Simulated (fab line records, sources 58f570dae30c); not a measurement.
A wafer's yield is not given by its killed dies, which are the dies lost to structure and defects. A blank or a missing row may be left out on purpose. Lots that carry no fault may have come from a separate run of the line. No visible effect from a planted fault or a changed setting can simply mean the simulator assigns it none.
Chamber matching :: flow berkeley-cmos170 :: UCB170_V2_CMP_02 on cmp-01 has 4 sister chambers
The step polishes SiO2. 4 wafers are shown with their chamber, then 7 later ones without.

== WAFERS WITH THEIR CHAMBER ==
wafer: L564.5
chamber: 2
motor-current-A (A): 15.2

wafer: L565.6
chamber: 0
motor-current-A (A): 17.3

wafer: L572.1
chamber: 3
motor-current-A (A): 17.1

wafer: L572.2
chamber: 1
motor-current-A (A): 14.4

== WAFERS MISSING THEIR CHAMBER ==
wafer: L572.3
motor-current-A (A): 16.7

wafer: L576.1
motor-current-A (A): 16.0

wafer: L576.3
motor-current-A (A): 14.5

wafer: L576.6
motor-current-A (A): 15.2

wafer: L575.3
motor-current-A (A): 18.1

wafer: L575.5
motor-current-A (A): 16.2

wafer: L575.6
motor-current-A (A): 17.8

== EACH ONE'S CHAMBER ==
wafer: L572.3
from the rows above: can't be placed: 3 or 0 or 2
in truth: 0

wafer: L576.1
from the rows above: can't be placed: 2 or 3 or 0 or 1
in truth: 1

wafer: L576.3
from the rows above: can't be placed: 1 or 2
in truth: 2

wafer: L576.6
from the rows above: can't be placed: 2 or 1
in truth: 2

wafer: L575.3
from the rows above: can't be placed: 0 or 3
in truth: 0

wafer: L575.5
from the rows above: can't be placed: 3 or 2 or 0 or 1
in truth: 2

wafer: L575.6
from the rows above: can't be placed: 0 or 3
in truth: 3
Placed correctly: 0 of 7. Unplaceable from these rows: 7, with the true chamber sitting among the candidates in 7. Number placed wrongly: 0.
How it was worked out, from the rows above alone: a wafer's distance from a chamber is the root of the sum, over the readings, of the square of ((its reading less the chamber's mean) divided by the reading's scatter). The wafer belongs to the nearest chamber; if the next one is less than 2 further off, it can't be placed. The mean given for a chamber averages the wafers shown for that chamber. The scatter: with one shown wafer a chamber, the root of the mean of the squares of how far each hidden wafer lies from its nearest shown one.
